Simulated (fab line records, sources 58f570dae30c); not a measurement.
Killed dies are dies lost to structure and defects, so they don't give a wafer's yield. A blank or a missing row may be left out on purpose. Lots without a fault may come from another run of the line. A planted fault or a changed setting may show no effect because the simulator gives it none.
Which tool did it? | flow berkeley_cmos170 | 7 lots, 21 wafers sampled, at 2 steps of a route of 331

WHAT THE GAUGES READ, wafer by wafer
UCB170_V2_CD_MEAS_12: target cd 700 nm.
lot  | measured     | on        | cd_nm (nm)
L691 | day 9 16:37  | cd_sem-02 | 700.9 702.0 700.5
L692 | day 9 19:02  | cd_sem-01 | 702.2 702.0 701.6
L695 | day 10 02:34 | cd_sem-02 | 701.7 702.1 702.3
L698 | day 10 18:03 | cd_sem-01 | 699.9 698.9 699.6
L700 | day 11 02:47 | cd_sem-01 | 701.0 700.9 701.2
L705 | day 11 23:34 | cd_sem-01 | 700.2 699.6 699.6
L712 | day 13 12:00 | cd_sem-01 | 701.2 700.0 700.6

WHICH TOOL RAN EACH LOT (tool, then ch and the chambers of the sampled wafers, then the start)
lot  | UCB170_PLDD_IMPLANT_08
L691 | implanter-02 ch 0, day 8 05:26
L692 | implanter-01 ch 0, day 8 05:43
L695 | implanter-02 ch 0, day 8 17:18
L698 | implanter-02 ch 0, day 9 06:38
L700 | implanter-04 ch 0, day 9 13:51
L705 | implanter-02 ch 0, day 10 12:12
L712 | implanter-04 ch 0, day 12 03:14
- UCB170_PLDD_IMPLANT_08

THE ANSWER, worked out from the rows above alone
Rule: what is usual is taken from the lots themselves. Put in order of their means at a reading, lots are off if they are a third of the lots or fewer, leave a main group of 4 or more, and stand apart from it by a gap of 3 or more times the standard deviation of the main group's means; of several such gaps the widest counts. A main group whose means are all the same, to the digits that the tables above print for the reading, isn't used. A lot without any number at a reading at which 4 lots or more have one is off too. The other lots that the step has rows for count as sound.
No lot is off at any reading shown: from this, nothing can be told.

WHAT THE SIMULATOR HAD PUT IN
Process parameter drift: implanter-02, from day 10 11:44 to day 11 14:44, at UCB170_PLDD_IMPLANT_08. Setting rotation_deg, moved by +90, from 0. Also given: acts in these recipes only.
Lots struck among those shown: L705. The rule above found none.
